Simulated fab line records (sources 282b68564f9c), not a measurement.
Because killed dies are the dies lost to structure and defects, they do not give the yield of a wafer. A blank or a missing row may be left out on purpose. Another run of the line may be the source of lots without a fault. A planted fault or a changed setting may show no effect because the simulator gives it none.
Struck lot and sound lot, side by side || flow ritCmos || 26 out of 202 route steps
Sound: wafers L627.3, L627.5, L627.6. Struck: wafers L635.1, L635.3, L635.6. Last of all comes the cause.
For every step that has rows: the tool of each side, followed by ch and its chambers, followed by its first start. Under that, the readings that differ: sound wafers || struck wafers || difference of the means || sigmas: that difference in standard deviations of wafers without a fault.
alike: same words and numbers on both sides, and readings whose means sit less than 2 such deviations apart. not compared: any withheld reading, any reading some wafer has no value for, any bound like >300 that may hide the same value, and any number with overlapping values for which the record gives no deviation.
A row with sigmas, a row that says differs or no value, or rows on one side alone: a step with any of these is where the two part. Numbers that have no deviation but don't overlap get no sigmas and don't part them. A reading that every wafer of one side lacks parts them only if that side has two wafers or more.

first, 2 steps without rows for these wafers: RIT_REOX_CLEAN_02 (cleans in SC2, time 600 s); RIT_REOX_OXIDATION_03 (target thk 25.2 nm, ox time 5580 s).
RIT_REOX_THK_MEAS_04:
  sound: filmMetro-04 at day 2 23:40; struck: filmMetro-02 at day 4 14:34
{"reading": "REOX_OXIDE_THK (nm)", "sound": "24.5 23.7 24.5", "struck": "25.8 25.5 25.3", "difference": "+1.3", "sigmas": "+3"}
then, 6 steps without rows for these wafers: RIT_NLDD_HMDS_00 (prime time 60 s); RIT_NLDD_COAT_01 (resist thk 1000 nm); RIT_NLDD_SOFTBAKE_02 (time 60 s); RIT_NLDD_EXPOSE_03 (exposes mask M7, target cd 40700 nm); RIT_NLDD_PEB_04; RIT_NLDD_DEVELOP_05 (develop time 50 s).
RIT_NLDD_OVL_MEAS_06:
  sound: overlay-02 at day 3 00:34; struck: overlay-02 at day 4 15:28
  alike: NLDD_OVL
then, 2 steps without rows for these wafers: RIT_NLDD_HARDBAKE_07 (time 60 s); RIT_NLDD_IMPLANT_08.
RIT_NLDD_STRIP_09: strips in O2, time 180 s.
  sound on plasmaAsher-02 ch 0,1, day 3 00:57; struck on plasmaAsher-01 ch 1, day 4 15:49
  no value came back on the struck wafers for chamberPressureMTorr (mTorr), drypumpMotorCurrentA (A), o2FlowSccm (sccm); on the sound wafers chamberPressureMTorr (mTorr) reads 3994 3995 4000
{"reading": "model.NOVOLAK_of_NLDD_COAT_01.thkNm (nm)", "sound": "0 0 0", "struck": "882.9 881.9 883.9", "difference": "+882.9", "sigmas": ""}
  not compared: rfHoursCounterH
RIT_NLDD_TW_MEAS_10:
  sound: filmMetro-01 at day 3 01:05; struck: filmMetro-04 at day 4 15:59
{"reading": "NLDD_TW", "sound": "2513 2501 2514", "struck": "2451 2433 2453", "difference": -64, "sigmas": -2}
then, 6 steps without rows for these wafers: RIT_PLDD_HMDS_00 (prime time 60 s); RIT_PLDD_COAT_01 (resist thk 1000 nm); RIT_PLDD_SOFTBAKE_02 (time 60 s); RIT_PLDD_EXPOSE_03 (exposes mask M8, target cd 40900 nm); RIT_PLDD_PEB_04; RIT_PLDD_DEVELOP_05 (develop time 50 s).
RIT_PLDD_OVL_MEAS_06:
  sound: overlay-02 at day 3 01:59; struck: overlay-01 at day 4 16:53
  alike: PLDD_OVL
then, 2 steps without rows for these wafers: RIT_PLDD_HARDBAKE_07 (time 60 s); RIT_PLDD_IMPLANT_08.
RIT_PLDD_STRIP_09: strips in O2, time 180 s.
  sound on plasmaAsher-03 ch 0,1, day 3 02:22; struck on plasmaAsher-03 ch 0,1, day 4 17:14
  alike: chamberPressureMTorr, drypumpMotorCurrentA, o2FlowSccm
  not compared: rfHoursCounterH
RIT_PLDD_TW_MEAS_10:
  sound: filmMetro-01 at day 3 02:31; struck: filmMetro-01 at day 4 17:24
{"reading": "PLDD_TW", "sound": "2386 2387 2362", "struck": "30 30 31", "difference": -2348, "sigmas": -76}
then, 1 step without rows for these wafers: RIT_SPACER_CLEAN_00 (cleans in SC1, time 600 s).

## WHERE THEY PART
Earliest at RIT_REOX_THK_MEAS_04; latest, in this record, at RIT_PLDD_TW_MEAS_10.

WHY: whatever the simulator had introduced
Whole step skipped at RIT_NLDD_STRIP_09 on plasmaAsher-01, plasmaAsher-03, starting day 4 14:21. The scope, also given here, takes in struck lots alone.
